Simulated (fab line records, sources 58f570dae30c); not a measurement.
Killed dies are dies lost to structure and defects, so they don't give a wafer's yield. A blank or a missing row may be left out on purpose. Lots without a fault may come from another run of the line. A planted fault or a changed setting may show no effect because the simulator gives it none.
Which tool did it? | flow berkeley_cmos170 | 7 lots, 21 wafers sampled, at 1 step of a route of 331

WHAT THE GAUGES READ, wafer by wafer
UCB170_NWELL_THK_MEAS_02.
lot  | measured    | on            | NWELL_OXIDE_THK (nm)
L281 | day 2 04:01 | film_metro-01 | 25.9 26.1 26.0
L284 | day 2 18:58 | film_metro-04 | 26.8 26.7 26.3
L290 | day 3 23:54 | film_metro-01 | 26.3 26.4 26.4
L295 | day 4 20:10 | film_metro-04 | 25.5 25.3 25.2
L299 | day 5 16:18 | film_metro-02 | 25.9 26.0 25.6
L301 | day 6 10:29 | film_metro-04 | 25.7 26.0 26.3
L304 | day 7 00:05 | film_metro-04 | 26.3 26.3 26.1

WHICH TOOL RAN EACH LOT (tool, then ch and the chambers of the sampled wafers, then the start)
The record holds no process step before these readings.

THE ANSWER, worked out from the rows above alone
Rule: what is usual is taken from the lots themselves. Put in order of their means at a reading, lots are off if they are a third of the lots or fewer, leave a main group of 4 or more, and stand apart from it by a gap of 3 or more times the standard deviation of the main group's means; of several such gaps the widest counts. A main group whose means are all the same, to the digits that the tables above print for the reading, isn't used. A lot without any number at a reading at which 4 lots or more have one is off too. The other lots that the step has rows for count as sound.
No lot is off at any reading shown: from this, nothing can be told.

WHAT THE SIMULATOR HAD PUT IN
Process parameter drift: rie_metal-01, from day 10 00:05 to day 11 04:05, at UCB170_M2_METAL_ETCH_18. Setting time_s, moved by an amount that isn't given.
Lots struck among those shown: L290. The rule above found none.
